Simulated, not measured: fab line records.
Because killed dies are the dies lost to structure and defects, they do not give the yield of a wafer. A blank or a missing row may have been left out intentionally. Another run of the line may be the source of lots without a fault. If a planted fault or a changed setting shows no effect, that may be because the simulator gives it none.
Struck lot and sound lot, side by side | flow ritCmos | 21 steps out of a route of 202
Sound: the wafers L356.3, L356.5, L356.6. Wafers L367.3, L367.4, L367.5 were the ones struck. Last of all comes the cause.
Order at every step that has rows: each side's tool, ch and its chambers, its first start. Under that, the readings that differ: sound wafers | struck wafers | difference of the means | sigmas: that difference in standard deviations of wafers without a fault.
alike: same words and numbers on both sides, and readings whose means sit less than 2 such deviations apart. not compared: any withheld reading, any reading some wafer has no value for, any bound like >300 that may hide the same value, and any number with overlapping values for which the record gives no deviation.
A row with sigmas, a row that says differs or no value, or rows on one side alone: a step with any of these is where the two part. Numbers that don't overlap but have no deviation are shown without sigmas and don't part them. Lack of a reading on every wafer of one side parts them only where that side has two or more wafers.

first, 2 steps without rows for these wafers: RIT_NSD_HARDBAKE_07 (time 60 s); RIT_NSD_IMPLANT_08.
RIT_NSD_STRIP_09: strips in O2, time 180 s.
  sound on plasmaAsher-01 ch 0,1, day 3 14:54; struck on plasmaAsher-01 ch 0,1, day 6 04:40
  alike: drypumpMotorCurrentA, rfReflPowerW
  not compared: rfHoursCounterH
RIT_NSD_TW_MEAS_10:
  sound on filmMetro-03 at day 3 15:02; struck on filmMetro-04 at day 6 04:48
  alike: NSD_TW
then, 6 steps without rows for these wafers: RIT_PSD_HMDS_00 (prime time 60 s); RIT_PSD_COAT_01 (resist thk 1000 nm); RIT_PSD_SOFTBAKE_02 (time 60 s); RIT_PSD_EXPOSE_03 (exposes mask M10, target cd 40900 nm); RIT_PSD_PEB_04; RIT_PSD_DEVELOP_05 (develop time 50 s).
RIT_PSD_OVL_MEAS_06:
  sound on overlay-02 at day 3 16:04; struck on overlay-02 at day 6 05:45
  alike: PSD_OVL
then, 1 step without rows for these wafers: RIT_PSD_HARDBAKE_07 (time 60 s).
RIT_PSD_IMPLANT_08:
  sound on implanter-02 ch 0, day 3 16:30; struck on implanter-02 ch 0, day 6 05:58
reading     | sound                         | struck                   | difference | sigmas
beamOnS (s) | 12.8 13.4 12.7                | 21.0 20.8 21.1           | +8.0       | +10
doseIonsCm2 | 4.996e+15 5.003e+15 4.993e+15 | 8.005e+15 8.01e+15 8e+15 | +3.008e+15 | +99 or more
  alike: beamEnergyKeV
RIT_PSD_STRIP_09: strips in O2, time 180 s.
  sound on plasmaAsher-04 ch 0,1, day 3 16:40; struck on plasmaAsher-02 ch 0,1, day 6 06:08
  alike: drypumpMotorCurrentA, rfReflPowerW
  not compared: rfHoursCounterH
RIT_PSD_TW_MEAS_10:
  sound on filmMetro-04 at day 3 16:47; struck on filmMetro-03 at day 6 06:30
reading | sound          | struck         | difference | sigmas
PSD_TW  | 3398 3421 3406 | 3575 3566 3598 | +171       | +8
  not compared: hold
then, 2 steps without rows for these wafers: RIT_SDANNEAL_CLEAN_01 (cleans in dHF, time 30 s); RIT_SDANNEAL_CLEAN_02 (cleans in SC2, time 600 s).
RIT_SDANNEAL_RTA_03: time 5 s.
  sound on rtpAnneal-01 ch 0, day 3 17:13; struck on rtpAnneal-02 ch 0, day 6 10:55
reading        | sound                | struck               | difference | sigmas
annealTempCMax | 1055.9 1056.8 1056.8 | 1059.7 1060.0 1062.3 | +4.2       | +3
  alike: wafer_temp_C_max
RIT_SDANNEAL_RS_MEAS_04: measures by four-point-probe.
  sound on filmMetro-04 at day 3 17:18; struck on filmMetro-03 at day 6 11:25
reading         | sound                | struck               | difference | sigmas
PSD_RS (ohm/sq) | 115.95 116.00 116.01 | 110.15 109.95 109.97 | -5.96      | -21
  not compared: hold
RIT_SDANNEAL_RS_MEAS_05: measures by four-point-probe.
  sound on filmMetro-04 at day 3 17:25; struck on filmMetro-03 at day 6 20:58
reading | sound | struck                                                                  | difference                   | sigmas
hold    | - - - | awaitDispo/9.4h/release awaitDispo/9.4h/release awaitDispo/9.4h/release | no value on the sound wafers | 
  alike: NSD_RS
RIT_M1_PROBE_99:
  sound wafers here have rows in the record (prober-01, day 4 00:55); struck ones have none

== WHERE THEY PART ==
Earliest at RIT_PSD_IMPLANT_08; latest, in this record, at RIT_M1_PROBE_99.

WHY: what the simulator had put in
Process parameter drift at RIT_PSD_IMPLANT_08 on implanter-02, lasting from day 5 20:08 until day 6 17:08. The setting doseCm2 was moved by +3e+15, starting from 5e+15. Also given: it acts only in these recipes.
